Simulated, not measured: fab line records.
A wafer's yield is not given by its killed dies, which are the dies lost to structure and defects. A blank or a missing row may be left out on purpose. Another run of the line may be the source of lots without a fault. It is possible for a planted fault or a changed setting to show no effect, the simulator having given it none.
fab line records	flow ritCmos
record lots=5	wafers=23
route steps=202 shown ACTIVE@2 NWELL@36 PWELL@46 WELLDRIVE@50 NRETRO@54 GATE@84 REOX@98 PLDD@115 NSD@139 PSD@150 SDANNEAL@155 M1@184
startH: start of the lot's first displayed wafer, in hours after the record's first day	waitH: how many hours have passed since the lot's step before this one	" as in the row above	L1.1+2: several wafers, shown together as one row	- either no value or no given start	* or withheld: withheld	< > ~ a bound
route shown NAME@n: names a module that has steps shown in the file, with the first one's number in the route	usual: mean/standard deviation taken from wafers without a fault	same: alike in all rows	chamber/n: place in a boat	sites: per-site readings	_std_site: standard deviation of those values	_edge_site: the outer-site mean with the inner-site mean subtracted	radiusMm: how far each site lies from the wafer's centre	mask NAME#n: copy n	behind: the last tool/chamber to shape the wafer	hold: the reason the lot was held/the length of the hold in hours/how it ended	device: the n, p or np transistor that did not switch	end of line: the same wafers' tests at the end of the route	step lacking rows: just its recipe	killed: dies lost to structure and defects at the first sort, not the wafer's yield	map: the dies of a wafer, with x for killed, . for not killed, _ for no die there
set.NAME: setting as actually run; set.NAME@STEP: the setting as run at that earlier step	model.NAME: the simulator's own value behind a step, which no gauge read
lots whose settings were changed on purpose; a table a step, a row a wafer
## steps
# step RIT_ACTIVE_OXIDATION_01
# recipe tempC=1000	ambient=O2	targetThkA=468	oxTimeS=3360
lot.wafer	tool	chamber	startH	waitH	set.oxTimeS	model.SiO2_of_ACTIVE_OXIDATION_01.thkNm
L075.2	-	-	-	0.1	3360	46.47
L075.3	"	-	"	"	3360	45.9
L075.4	"	-	"	"	3360	47.05
L075.5	"	-	"	"	3360	45.88
L075.6	"	-	"	"	3360	46.32
L080.1	furnace-04	0	40.12	0.1	3360	45.75
L080.5	"	0	"	"	3360	45.98
L080.6	"	0	"	"	3360	45.76
L081.1	-	-	-	0.1	2962	40.69
L081.2	"	-	"	"	2962	41.39
L081.3	"	-	"	"	2962	40.79
L081.4	"	-	"	"	2962	41.17
L081.5	"	-	"	"	2962	41.16
L082.1	-	-	-	0.1	3605	48.52
L082.2	"	-	"	"	3605	49.65
L082.3	"	-	"	"	3605	49.01
L082.5	"	-	"	"	3605	49.14
L082.6	"	-	"	"	3605	48.68
L085.1	-	-	-	2.0	3360	45.47
L085.2	"	-	"	"	3360	44.96
L085.3	"	-	"	"	3360	44.87
L085.4	"	-	"	"	3360	45.12
L085.6	"	-	"	"	3360	44.72
# step RIT_ACTIVE_THK_MEAS_02
# recipe reads=SiO2_of_ACTIVE_OXIDATION_01
# usual ACTIVE_OXIDE_THK=46.3/1.1
lot.wafer	tool	chamber	startH	waitH	set.oxTimeS@ACTIVE_OXIDATION_01	ACTIVE_OXIDE_THK[nm]
L075.2	filmMetro-02	-	-	-	3360	46.5
L075.3	"	-	"	"	3360	45.9
L075.4	"	-	"	"	3360	47.1
L075.5	"	-	"	"	3360	45.8
L075.6	"	-	"	"	3360	46.4
L080.1	filmMetro-02	-	42.05	0.0	3360	45.7
L080.5	"	-	"	"	3360	45.9
L080.6	"	-	"	"	3360	45.8
L081.1	filmMetro-01	-	-	-	2962	40.7
L081.2	"	-	"	"	2962	41.5
L081.3	"	-	"	"	2962	40.7
L081.4	"	-	"	"	2962	41.2
L081.5	"	-	"	"	2962	41.2
L082.1	filmMetro-01	-	-	-	3605	48.5
L082.2	"	-	"	"	3605	49.6
L082.3	"	-	"	"	3605	49.0
L082.5	"	-	"	"	3605	49.1
L082.6	"	-	"	"	3605	48.7
L085.1	filmMetro-01	-	-	-	3360	45.5
L085.2	"	-	"	"	3360	45.0
L085.3	"	-	"	"	3360	44.9
L085.4	"	-	"	"	3360	45.2
L085.6	"	-	"	"	3360	44.7
# step RIT_NWELL_IMPLANT_08
# recipe species=P	energyKev=170	doseCm2=5e+13	tiltDeg=7
lot.wafer	tool	chamber	startH	waitH	set.doseCm2
L075.2+3+4+5+6	implanter-04	0	26.73	0.2	5e+13
L080.1+5+6	implanter-03	0	52.50	0.2	5e+13
L081.1+3+5	implanter-03	0	55.61	0.2	4.879e+13
L081.2+4	"	0	"	"	5e+13
L082.1+6	implanter-01	0	60.68	0.2	4.734e+13
L082.2+3+5	"	0	"	"	5e+13
L085.1+2	implanter-03	0	78.24	0.2	5.109e+13
L085.3+4+6	"	0	"	"	5e+13
# step RIT_PWELL_HARDBAKE_07
# recipe resist=NOVOLAK	tempC=140	timeS=120
lot.wafer	tool	chamber	startH	waitH	set.tempC
L075.2+4+6	lithoTrack-04	0	28.18	0.1	140
L075.3+5	"	0	"	"	141.2
L080.1+5+6	lithoTrack-04	0	53.80	0.0	140
L081.1+4	lithoTrack-03	0	57.01	0.1	143.8
L081.2+3+5	"	0	"	"	140
L082.1+5	lithoTrack-04	0	62.19	0.0	140
L082.2+3+6	"	0	"	"	138
L085.1+2+6	lithoTrack-01	0	79.67	0.0	140
L085.3+4	"	0	"	"	143.6
# step RIT_PWELL_IMPLANT_08
# recipe species=B	energyKev=170	doseCm2=7.152e+13	tiltDeg=7
# step RIT_PWELL_STRIP_09
# recipe chemistry=O2	timeS=180	resist=NOVOLAK	platenTempC=withheld	powerW=500	pressureMtorr=4000	o2FlowSccm=4000
# step RIT_WELLDRIVE_ANNEAL_00
# recipe tempC=1100	timeS=14700	ambient=N2
# step RIT_WELLDRIVE_RS_MEAS_01
# recipe thkMeasGauge=four-point-probe
# usual NWELL_RS=275.5/0.9
lot.wafer	tool	chamber	startH	waitH	set.doseCm2@NWELL_IMPLANT_08	NWELL_RS[ohm/sq]
L075.2	filmMetro-02	-	33.87	0.0	5e+13	274.6
L075.3	"	-	"	"	5e+13	274.4
L075.4	"	-	"	"	5e+13	273.3
L075.5	"	-	"	"	5e+13	274.5
L075.6	"	-	"	"	5e+13	275.0
L080.1	filmMetro-02	-	59.52	0.0	5e+13	274.6
L080.5	"	-	"	"	5e+13	274.7
L080.6	"	-	"	"	5e+13	274.4
L081.1	filmMetro-03	-	63.59	0.1	4.879e+13	280.0
L081.2	"	-	"	"	5e+13	276.0
L081.3	"	-	"	"	4.879e+13	280.0
L081.4	"	-	"	"	5e+13	277.2
L081.5	"	-	"	"	4.879e+13	279.9
L082.1	filmMetro-03	-	67.91	0.0	4.734e+13	287.0
L082.2	"	-	"	"	5e+13	276.1
L082.3	"	-	"	"	5e+13	277.1
L082.5	"	-	"	"	5e+13	276.7
L082.6	"	-	"	"	4.734e+13	287.0
L085.1	filmMetro-04	-	85.56	0.0	5.109e+13	271.8
L085.2	"	-	"	"	5.109e+13	272.1
L085.3	"	-	"	"	5e+13	275.7
L085.4	"	-	"	"	5e+13	275.9
L085.6	"	-	"	"	5e+13	274.8
# step RIT_NRETRO_COAT_01
# recipe resist=NOVOLAK	spinRpm=2000	resistThkNm=1300
lot.wafer	tool	chamber	startH	waitH	set.resistThkNm	model.NOVOLAK_of_NRETRO_COAT_01.thkNm
L075.2	lithoTrack-01	0	34.27	0.1	1300	1294
L075.3	"	0	"	"	1300	1295
L075.4	"	0	"	"	1300	1299
L075.5	"	0	"	"	1300	1298
L075.6	"	0	"	"	1300	1297
L080.1	lithoTrack-01	0	59.91	0.1	1300	1299
L080.5	"	0	"	"	1300	1294
L080.6	"	0	"	"	1300	1297
L081.1	lithoTrack-01	0	63.98	0.1	1365	1360
L081.2	"	0	"	"	1300	1294
L081.3	"	0	"	"	1300	1296
L081.4	"	0	"	"	1365	1359
L081.5	"	0	"	"	1365	1362
L082.1	lithoTrack-01	0	68.30	0.1	1300	1297
L082.2+6	"	0	"	"	1353	1353
L082.3	"	0	"	"	1300	1296
L082.5	"	0	"	"	1353	1350
L085.1	lithoTrack-02	0	85.95	0.1	1336	1335
L085.2	"	0	"	"	1300	1297
L085.3	"	0	"	"	1336	1331
L085.4	"	0	"	"	1300	1299
L085.6	"	0	"	"	1300	1296
# step RIT_NRETRO_SOFTBAKE_02
# recipe resist=NOVOLAK	tempC=90	timeS=60
# step RIT_NRETRO_EXPOSE_03
# recipe maskId=M4	na=0.57	targetCdNm=43900	doseMj=250
# step RIT_NRETRO_DEVELOP_05
# recipe resist=NOVOLAK	developTimeS=68	devTempC=23
# step RIT_NRETRO_HARDBAKE_07
# recipe resist=NOVOLAK	tempC=140	timeS=120
lot.wafer	tool	chamber	startH	waitH	set.resistThkNm@NRETRO_COAT_01	model.NOVOLAK_of_NRETRO_COAT_01.thkNm
L075.2	lithoTrack-02	0	35.07	0.1	1300	1132
L075.3	"	0	"	"	1300	1133
L075.4	"	0	"	"	1300	1136
L075.5	"	0	"	"	1300	1135
L075.6	"	0	"	"	1300	1134
L080.1	lithoTrack-03	0	60.80	0.0	1300	1136
L080.5	"	0	"	"	1300	1131
L080.6	"	0	"	"	1300	1135
L081.1	lithoTrack-02	0	64.81	0.0	1365	1189
L081.2	"	0	"	"	1300	1132
L081.3	"	0	"	"	1300	1133
L081.4	"	0	"	"	1365	1187
L081.5	"	0	"	"	1365	1190
L082.1	lithoTrack-01	0	69.07	0.0	1300	1135
L082.2	"	0	"	"	1353	1183
L082.3	"	0	"	"	1300	1133
L082.5	"	0	"	"	1353	1180
L082.6	"	0	"	"	1353	1182
L085.1	lithoTrack-01	0	86.97	0.2	1336	1167
L085.2+6	"	0	"	"	1300	1134
L085.3	"	0	"	"	1336	1164
L085.4	"	0	"	"	1300	1136
# step RIT_GATE_CVD_08
# recipe material=poly-Si	targetThkNm=250	tempC=610	precursor=SiH4	timeS=2220	pressureMtorr=300	sih4FlowSccm=100
lot.wafer	tool	chamber	startH	waitH	set.sih4FlowSccm
L075.2+3+4+5+6	-	-	-	0.0	100
L080.1+5+6	lpcvd-01	1	68.51	0.1	100
L081.1+2+3+4+5	-	-	-	0.1	91.63
L082.1+2+3+5+6	-	-	-	0.1	100
L085.1+2+3+4+6	-	-	-	0.1	100
# step RIT_GATE_HMDS_10
# recipe primeTimeS=60	primeTempC=140
# step RIT_GATE_STRIP_20
# recipe chemistry=O2	timeS=180	resist=NOVOLAK	platenTempC=withheld	powerW=500	pressureMtorr=4000	o2FlowSccm=4000
# step RIT_REOX_CLEAN_00
# recipe chemistry=SC1	mix=3:3:50	timeS=600	tempC=75
lot.wafer	tool	chamber	startH	waitH	set.sih4FlowSccm@GATE_CVD_08	model.poly-Si_of_GATE_CVD_08.thkNm
L075.2+3+5	wetBench-01	1	42.33	0.1	100	241.2
L075.4	"	1	"	"	100	241.8
L075.6	"	1	"	"	100	241.6
L080.1	wetBench-02	2	71.87	0.1	100	245.6
L080.5+6	"	2	"	"	100	245.2
L081.1	wetBench-02	1	73.65	0.1	91.63	224.1
L081.2	"	1	"	"	91.63	225.5
L081.3	"	1	"	"	91.63	226.6
L081.4	"	1	"	"	91.63	225.9
L081.5	"	1	"	"	91.63	226.7
L082.1	wetBench-03	3	76.53	0.1	100	245.6
L082.2	"	3	"	"	100	247.1
L082.3	"	3	"	"	100	245.4
L082.5	"	3	"	"	100	244.9
L082.6	"	3	"	"	100	245
L085.1	wetBench-01	3	96.72	0.1	100	248.9
L085.2	"	3	"	"	100	245.1
L085.3	"	3	"	"	100	248.3
L085.4	"	3	"	"	100	251
L085.6	"	3	"	"	100	247.4
# step RIT_PLDD_COAT_01
# recipe resist=NOVOLAK	spinRpm=3250	resistThkNm=1000
lot.wafer	tool	chamber	startH	waitH	set.resistThkNm	model.NOVOLAK_of_PLDD_COAT_01.thkNm
L075.2	lithoTrack-02	0	47.35	0.1	1000	997.2
L075.3	"	0	"	"	1000	996.5
L075.4	"	0	"	"	1000	997.5
L075.5	"	0	"	"	1000	998
L075.6	"	0	"	"	1000	999.2
L080.1	lithoTrack-01	0	76.62	0.1	1000	1001
L080.5+6	"	0	"	"	1000	1002
L081.1	lithoTrack-03	0	78.24	0.1	1000	997.8
L081.2	"	0	"	"	960.7	958.1
L081.3	"	0	"	"	960.7	957.3
L081.4	"	0	"	"	1000	994.7
L081.5	"	0	"	"	1000	997.2
L082.1	lithoTrack-03	0	82.23	0.1	1000	995.3
L082.2	"	0	"	"	1000	996.9
L082.3	"	0	"	"	946.4	944.6
L082.5	"	0	"	"	1000	994.3
L082.6	"	0	"	"	946.4	945.9
L085.1	lithoTrack-03	0	101.75	0.1	1000	999.1
L085.2	"	0	"	"	1000	997.9
L085.3	"	0	"	"	1000	998.3
L085.4	"	0	"	"	1000	996.4
L085.6	"	0	"	"	1000	998.8
# step RIT_PLDD_SOFTBAKE_02
# recipe resist=NOVOLAK	tempC=90	timeS=60
# step RIT_PLDD_EXPOSE_03
# recipe maskId=M8	na=0.57	targetCdNm=40900	doseMj=250
# step RIT_PLDD_DEVELOP_05
# recipe resist=NOVOLAK	developTimeS=50	devTempC=23
# step RIT_PLDD_HARDBAKE_07
# recipe resist=NOVOLAK	tempC=140	timeS=60
lot.wafer	tool	chamber	startH	waitH	set.resistThkNm@PLDD_COAT_01	model.NOVOLAK_of_PLDD_COAT_01.thkNm
L075.2	lithoTrack-03	0	48.21	0.0	1000	881.3
L075.3	"	0	"	"	1000	880.8
L075.4	"	0	"	"	1000	881.6
L075.5	"	0	"	"	1000	882.1
L075.6	"	0	"	"	1000	883.1
L080.1	lithoTrack-03	0	77.36	0.0	1000	885
L080.5+6	"	0	"	"	1000	885.4
L081.1	lithoTrack-01	0	78.98	0.0	1000	881.9
L081.2	"	0	"	"	960.7	847.1
L081.3	"	0	"	"	960.7	846.4
L081.4	"	0	"	"	1000	879.1
L081.5	"	0	"	"	1000	881.4
L082.1	lithoTrack-03	0	82.96	0.0	1000	879.7
L082.2	"	0	"	"	1000	881
L082.3	"	0	"	"	946.4	835.2
L082.5	"	0	"	"	1000	878.8
L082.6	"	0	"	"	946.4	836.4
L085.1	lithoTrack-02	0	102.61	0.0	1000	883
L085.2	"	0	"	"	1000	881.9
L085.3	"	0	"	"	1000	882.3
L085.4	"	0	"	"	1000	880.7
L085.6	"	0	"	"	1000	882.8
# step RIT_NSD_IMPLANT_08
# recipe species=P	energyKev=25	doseCm2=1e+15	tiltDeg=7
lot.wafer	tool	chamber	startH	waitH	set.energyKev
L075.2+3+6	implanter-04	0	52.28	0.1	25
L075.4+5	"	0	"	"	23.57
L080.1+5+6	implanter-01	0	81.55	0.1	25
L081.1+4	implanter-02	0	83.47	0.1	23.61
L081.2+3+5	"	0	"	"	25
L082.1+2+3+5+6	implanter-01	0	87.16	0.1	25
L085.1+2+3+4+6	implanter-04	0	107.49	0.1	25
# step RIT_PSD_IMPLANT_08
# recipe species=BF2	energyKev=27	doseCm2=5e+15	tiltDeg=7
lot.wafer	tool	chamber	startH	waitH	set.energyKev	model.implant.rpNm	model.implant.drpNm
L075.2+6	implanter-04	0	53.82	0.1	27	21.63	12.05
L075.3+4+5	"	0	"	"	27.88	22.19	12.32
L080.1+5+6	implanter-03	0	83.10	0.1	27	21.16	12.05
L081.1+2+3	implanter-04	0	84.90	0.1	27	21.81	12.05
L081.4+5	"	0	"	"	27.43	22.09	12.18
L082.1+3	implanter-03	0	89.05	0.1	28.5	22.85	12.51
L082.2+5+6	"	0	"	"	27	21.88	12.05
L085.1+2+4	implanter-02	0	108.91	0.1	27	21.72	12.05
L085.3+6	"	0	"	"	26.52	21.41	11.89
# step RIT_PSD_STRIP_09
# recipe chemistry=O2	timeS=180	resist=NOVOLAK	platenTempC=withheld	powerW=500	pressureMtorr=4000	o2FlowSccm=4000
# step RIT_SDANNEAL_CLEAN_02
# recipe chemistry=SC2	mix=3:3:50	timeS=600	tempC=75	dry=n2Spin
# step RIT_SDANNEAL_RTA_03
# recipe tempC=1050	timeS=4.9	idleTempC=600	rampUpCPerS=342	rampDownCPerS=171	coolToC=600	ambient=N2
# step RIT_SDANNEAL_RS_MEAS_04
# recipe thkMeasGauge=four-point-probe
# usual PSD_RS=116.3/0.31
lot.wafer	tool	chamber	startH	waitH	set.energyKev@PSD_IMPLANT_08	PSD_RS[ohm/sq]
L075.2	filmMetro-01	-	54.64	0.1	27	116.0
L075.3	"	-	"	"	27.88	114.2
L075.4	"	-	"	"	27.88	114.2
L075.5	"	-	"	"	27.88	114.5
L075.6	"	-	"	"	27	115.6
L080.1	filmMetro-03	-	83.91	0.0	27	116.0
L080.5	"	-	"	"	27	116.0
L080.6	"	-	"	"	27	116.4
L081.1	filmMetro-03	-	85.72	0.0	27	117.2
L081.2	"	-	"	"	27	116.6
L081.3	"	-	"	"	27	116.6
L081.4	"	-	"	"	27.43	116.2
L081.5	"	-	"	"	27.43	115.8
L082.1	filmMetro-03	-	89.88	0.0	28.5	113.3
L082.2	"	-	"	"	27	116.2
L082.3	"	-	"	"	28.5	113.2
L082.5	"	-	"	"	27	116.1
L082.6	"	-	"	"	27	116.2
L085.1	filmMetro-02	-	109.72	0.0	27	116.7
L085.2	"	-	"	"	27	116.2
L085.3	"	-	"	"	26.52	117.4
L085.4	"	-	"	"	27	116.5
L085.6	"	-	"	"	26.52	117.6
# step RIT_SDANNEAL_RS_MEAS_05
# recipe thkMeasGauge=four-point-probe
# usual NSD_RS=84.51/0.29
lot.wafer	tool	chamber	startH	waitH	set.energyKev@NSD_IMPLANT_08	NSD_RS[ohm/sq]
L075.2	filmMetro-01	-	54.76	0.1	25	84.23
L075.3	"	-	"	"	25	84.34
L075.4	"	-	"	"	23.57	84.87
L075.5	"	-	"	"	23.57	84.89
L075.6	"	-	"	"	25	84.33
L080.1	filmMetro-03	-	84.03	0.1	25	84.75
L080.5	"	-	"	"	25	84.67
L080.6	"	-	"	"	25	84.76
L081.1	filmMetro-03	-	85.84	0.1	23.61	85.18
L081.2	"	-	"	"	25	84.60
L081.3	"	-	"	"	25	84.62
L081.4	"	-	"	"	23.61	85.21
L081.5	"	-	"	"	25	84.44
L082.1	filmMetro-03	-	90.00	0.1	25	84.16
L082.2	"	-	"	"	25	84.33
L082.3	"	-	"	"	25	84.49
L082.5	"	-	"	"	25	84.41
L082.6	"	-	"	"	25	84.42
L085.1	filmMetro-02	-	109.84	0.1	25	84.25
L085.2	"	-	"	"	25	84.20
L085.3	"	-	"	"	25	84.24
L085.4	"	-	"	"	25	84.41
L085.6	"	-	"	"	25	84.16
# step RIT_M1_SPUTTER_00
# recipe material=Al	targetThkNm=400	powerW=2000	chamberPressurePa=0.4	gas=Ar	timeS=500	substrateTempC=25
lot.wafer	tool	chamber	startH	waitH	set.powerW	model.Al_of_M1_SPUTTER_00.thkNm
L075.2	pvdSputter-03	-	57.85	0.0	2000	400.7
L075.3	"	-	"	"	2157	429.2
L075.4	"	-	"	"	2157	431.9
L075.5	"	-	"	"	2000	399.3
L075.6	"	-	"	"	2000	396.4
L080.1	pvdSputter-01	-	87.15	0.0	2000	404
L080.5	"	-	"	"	2000	403.6
L080.6	"	-	"	"	2000	400.4
L081.1	pvdSputter-03	-	89.06	0.0	2217	444.8
L081.2	"	-	"	"	2000	400.7
L081.3	"	-	"	"	2217	440.5
L081.4	"	-	"	"	2217	439.1
L081.5	"	-	"	"	2000	396.4
L082.1	pvdSputter-01	-	93.23	0.0	2000	394.9
L082.2	"	-	"	"	2000	395.4
L082.3	"	-	"	"	2000	397.1
L082.5	"	-	"	"	2097	416
L082.6	"	-	"	"	2097	414.4
L085.1	pvdSputter-02	-	113.05	0.0	2000	398
L085.2	"	-	"	"	2000	398.9
L085.3	"	-	"	"	2000	397.7
L085.4	"	-	"	"	2114	423.5
L085.6	"	-	"	"	2114	423.3
# step RIT_M1_RS_MEAS_01
# recipe thkMeasGauge=four-point-probe	reads=Al_of_M1_SPUTTER_00
# usual M1_AL_RS=0.0733/0.00071
lot.wafer	tool	chamber	startH	waitH	set.powerW@M1_SPUTTER_00	M1_AL_RS[ohm/sq]
L075.2	filmMetro-03	-	58.16	0.2	2000	0.0733
L075.3	"	-	"	"	2157	0.0684
L075.4	"	-	"	"	2157	0.0679
L075.5	"	-	"	"	2000	0.0736
L075.6	"	-	"	"	2000	0.0743
L080.1	filmMetro-01	-	87.44	0.1	2000	0.0727
L080.5	"	-	"	"	2000	0.0727
L080.6	"	-	"	"	2000	0.0733
L081.1	filmMetro-02	-	89.35	0.1	2217	0.0659
L081.2	"	-	"	"	2000	0.0733
L081.3	"	-	"	"	2217	0.0665
L081.4	"	-	"	"	2217	0.0667
L081.5	"	-	"	"	2000	0.0742
L082.1	filmMetro-01	-	93.53	0.1	2000	0.0743
L082.2	"	-	"	"	2000	0.0741
L082.3	"	-	"	"	2000	0.0739
L082.5	"	-	"	"	2097	0.0704
L082.6	"	-	"	"	2097	0.0708
L085.1	filmMetro-02	-	113.34	0.1	2000	0.0738
L085.2	"	-	"	"	2000	0.0735
L085.3	"	-	"	"	2000	0.0738
L085.4	"	-	"	"	2114	0.0692
L085.6	"	-	"	"	2114	0.0693
# step RIT_M1_THK_MEAS_02
# recipe thkMeasGauge=xrf	reads=Al_of_M1_SPUTTER_00
# usual M1_AL_THK=406/4.5
lot.wafer	tool	chamber	startH	waitH	set.powerW@M1_SPUTTER_00	M1_AL_THK[nm]
L075.2	filmMetro-03	-	58.27	0.1	2000	404
L075.3	"	-	"	"	2157	430
L075.4	"	-	"	"	2157	434
L075.5	"	-	"	"	2000	401
L075.6	"	-	"	"	2000	398
L080.1	filmMetro-01	-	87.56	0.1	2000	410
L080.5	"	-	"	"	2000	411
L080.6	"	-	"	"	2000	408
L081.1	filmMetro-02	-	89.47	0.1	2217	452
L081.2	"	-	"	"	2000	407
L081.3	"	-	"	"	2217	447
L081.4	"	-	"	"	2217	447
L081.5	"	-	"	"	2000	401
L082.1	filmMetro-01	-	93.65	0.1	2000	401
L082.2	"	-	"	"	2000	400
L082.3	"	-	"	"	2000	403
L082.5	"	-	"	"	2097	424
L082.6	"	-	"	"	2097	421
L085.1	filmMetro-02	-	113.46	0.1	2000	403
L085.2	"	-	"	"	2000	404
L085.3	"	-	"	"	2000	403
L085.4	"	-	"	"	2114	430
L085.6	"	-	"	"	2114	429
## key
split step=RIT_ACTIVE_OXIDATION_01	setting=oxTimeS	stated=3360	by=lot
response step=RIT_ACTIVE_OXIDATION_01	reading=model.SiO2_of_ACTIVE_OXIDATION_01.thkNm	change=+0.412	per=1%	r=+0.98
response step=RIT_ACTIVE_THK_MEAS_02	reading=ACTIVE_OXIDE_THK	change=+0.411	per=1%	r=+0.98
split step=RIT_NWELL_IMPLANT_08	setting=doseCm2	stated=5e+13	by=wafer
response step=RIT_WELLDRIVE_RS_MEAS_01	reading=NWELL_RS	change=-1.83	per=1%	r=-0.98
split step=RIT_PWELL_HARDBAKE_07	setting=tempC	stated=140	by=wafer
response none clear
split step=RIT_NRETRO_COAT_01	setting=resistThkNm	stated=1300	by=wafer
response step=RIT_NRETRO_COAT_01	reading=model.NOVOLAK_of_NRETRO_COAT_01.thkNm	change=+13.2	per=1%	r=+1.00
response step=RIT_NRETRO_HARDBAKE_07	reading=model.NOVOLAK_of_NRETRO_COAT_01.thkNm	change=+11.4	per=1%	r=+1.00
split step=RIT_GATE_CVD_08	setting=sih4FlowSccm	stated=100	by=lot
response step=RIT_REOX_CLEAN_00	reading=model.poly-Si_of_GATE_CVD_08.thkNm	change=+2.31	per=1%	r=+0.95
split step=RIT_PLDD_COAT_01	setting=resistThkNm	stated=1000	by=wafer
response step=RIT_PLDD_COAT_01	reading=model.NOVOLAK_of_PLDD_COAT_01.thkNm	change=+9.56	per=1%	r=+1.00
response step=RIT_PLDD_HARDBAKE_07	reading=model.NOVOLAK_of_PLDD_COAT_01.thkNm	change=+8.37	per=1%	r=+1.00
split step=RIT_NSD_IMPLANT_08	setting=energyKev	stated=25	by=wafer
response step=RIT_SDANNEAL_RS_MEAS_05	reading=NSD_RS	change=-0.108	per=1%	r=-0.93
split step=RIT_PSD_IMPLANT_08	setting=energyKev	stated=27	by=wafer
response step=RIT_PSD_IMPLANT_08	reading=model.implant.rpNm	change=+0.174	per=1%	r=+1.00
response step=RIT_PSD_IMPLANT_08	reading=model.implant.drpNm	change=+0.0842	per=1%	r=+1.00
response step=RIT_SDANNEAL_RS_MEAS_04	reading=PSD_RS	change=-0.509	per=1%	r=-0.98
split step=RIT_M1_SPUTTER_00	setting=powerW	stated=2000	by=wafer
response step=RIT_M1_SPUTTER_00	reading=model.Al_of_M1_SPUTTER_00.thkNm	change=+4.05	per=1%	r=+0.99
response step=RIT_M1_RS_MEAS_01	reading=M1_AL_RS	change=-0.000704	per=1%	r=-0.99
response step=RIT_M1_THK_MEAS_02	reading=M1_AL_THK	change=+4.17	per=1%	r=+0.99
